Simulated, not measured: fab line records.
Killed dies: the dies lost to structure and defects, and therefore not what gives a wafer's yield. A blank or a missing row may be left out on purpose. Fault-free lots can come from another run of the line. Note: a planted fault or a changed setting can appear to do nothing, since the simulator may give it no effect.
Check of tool commonality	flow berkeley_cmos170	39 wafers sampled across 13 lots

== WHY THIS WAS OPENED ==
UCB170_NWELL_THK_MEAS_05, reading NWELL_NITRIDE_THK: flagged on 1 of 13 lots. Fault-free wafers read 224.6 nm, with a standard deviation of 1.8.
Rule: flag the lot when none of its wafers has a number, or when each of its wafers that has one lies beyond 4 standard deviations from that mean. All remaining lots are regarded as sound.

lot	measured	on	NWELL_NITRIDE_THK (nm), wafer by wafer	flag
L872	day 2 13:04	film_metro-01	223.3 225.4 224.9	
L873	day 2 20:06	film_metro-01	223.7 222.8 225.1	
L874	day 3 03:18	film_metro-03	221.8 222.9 221.8	
L875	day 3 03:18	film_metro-01	224.5 225.7 224.9	
L876	day 3 10:51	film_metro-01	224.8 224.6 223.6	
L877	day 3 10:53	film_metro-04	222.6 223.1 223.4	
L880	day 4 04:47	film_metro-01	227.2 228.4 225.4	
L879	day 4 04:49	film_metro-03	224.8 225.5 225.5	
L885	day 5 00:04	film_metro-03	238.7 236.7 237.0	FLAGGED
L886	day 5 08:04	film_metro-04	223.8 224.9 225.4	
L888	day 5 17:52	film_metro-04	223.3 220.7 219.0	
L887	day 5 17:53	film_metro-03	227.0 227.3 227.8	
L889	day 6 03:50	film_metro-01	224.7 227.3 225.1	
Average over the flagged lots: 237.5 nm; offset from the usual +12.9 nm, equal to +7 standard deviations.

== TOOL THAT RAN EACH LOT ==
The record holds 1 process step before the reading, out of a route of 331 steps. Each cell gives the tool, then ch followed by the chambers the sampled wafers passed through, then the start.
lot	flag	UCB170_NWELL_CVD_04
L872		lpcvd-02 ch 0, day 2 11:08
L873		lpcvd-02 ch 1, day 2 18:09
L874		lpcvd-01 ch 1, day 3 00:24
L875		lpcvd-01 ch 0, day 3 00:24
L876		lpcvd-02 ch 0, day 3 08:55
L877		lpcvd-02 ch 0, day 3 08:55
L880		lpcvd-02 ch 0, day 4 02:52
L879		lpcvd-02 ch 1, day 4 02:52
L885	FLAGGED	lpcvd-02 ch 0, day 4 22:07
L886		lpcvd-01 ch 1, day 5 06:08
L888		lpcvd-01 ch 0, day 5 14:58
L887		lpcvd-01 ch 0, day 5 14:58
L889		lpcvd-01 ch 0, day 6 00:56
These steps, and what they do:
- UCB170_NWELL_CVD_04: deposits Si3N4 from SiH2Cl2/NH3, target thk 224 nm, time 3360 s.
- UCB170_NWELL_THK_MEAS_05

== FLAGGED OVER TOTAL, TOOL BY TOOL (the gauges that took the reading come last) ==
step	tool	lots run	flagged	share of the flagged lots	sound lots run after its first flagged lot
UCB170_NWELL_CVD_04	lpcvd-01	6	0	none	-
UCB170_NWELL_CVD_04	lpcvd-02	7	1	all	0
UCB170_NWELL_THK_MEAS_05	film_metro-01	6	0	none	-
UCB170_NWELL_THK_MEAS_05	film_metro-03	4	1	all	1 (L887)
UCB170_NWELL_THK_MEAS_05	film_metro-04	3	0	none	-

== WHAT THE TABLE ALLOWS ==
In 2 table rows, all flagged lots were run: lpcvd-02 (UCB170_NWELL_CVD_04), film_metro-03 (UCB170_NWELL_THK_MEAS_05).
- lpcvd-02 at UCB170_NWELL_CVD_04 ran 7 lots, 1 of them flagged. It ran its last sound lot, L879, at day 4 02:52 and its first flagged lot, L885, at day 4 22:07: a fault with its onset between the two fits. Its own readings lie more than 4 standard deviations out on every wafer of the flagged lots: sih2cl2_flow_sccm.
- film_metro-03 at UCB170_NWELL_THK_MEAS_05 ran 4 lots, 1 of them flagged. Sound lots ran on it after the first flagged one (L887), which a lasting fault on the whole tool wouldn't allow.
lpcvd-02 at UCB170_NWELL_CVD_04 is the single tool remaining.

== WHAT THE SIMULATOR HAD PUT IN ==
lpcvd-02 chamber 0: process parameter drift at UCB170_NWELL_CVD_04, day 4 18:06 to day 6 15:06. The setting sih2cl2_flow_sccm was moved by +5, starting from 25. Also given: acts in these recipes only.
Shown lots that were struck: L885. Same finding as the rule above.
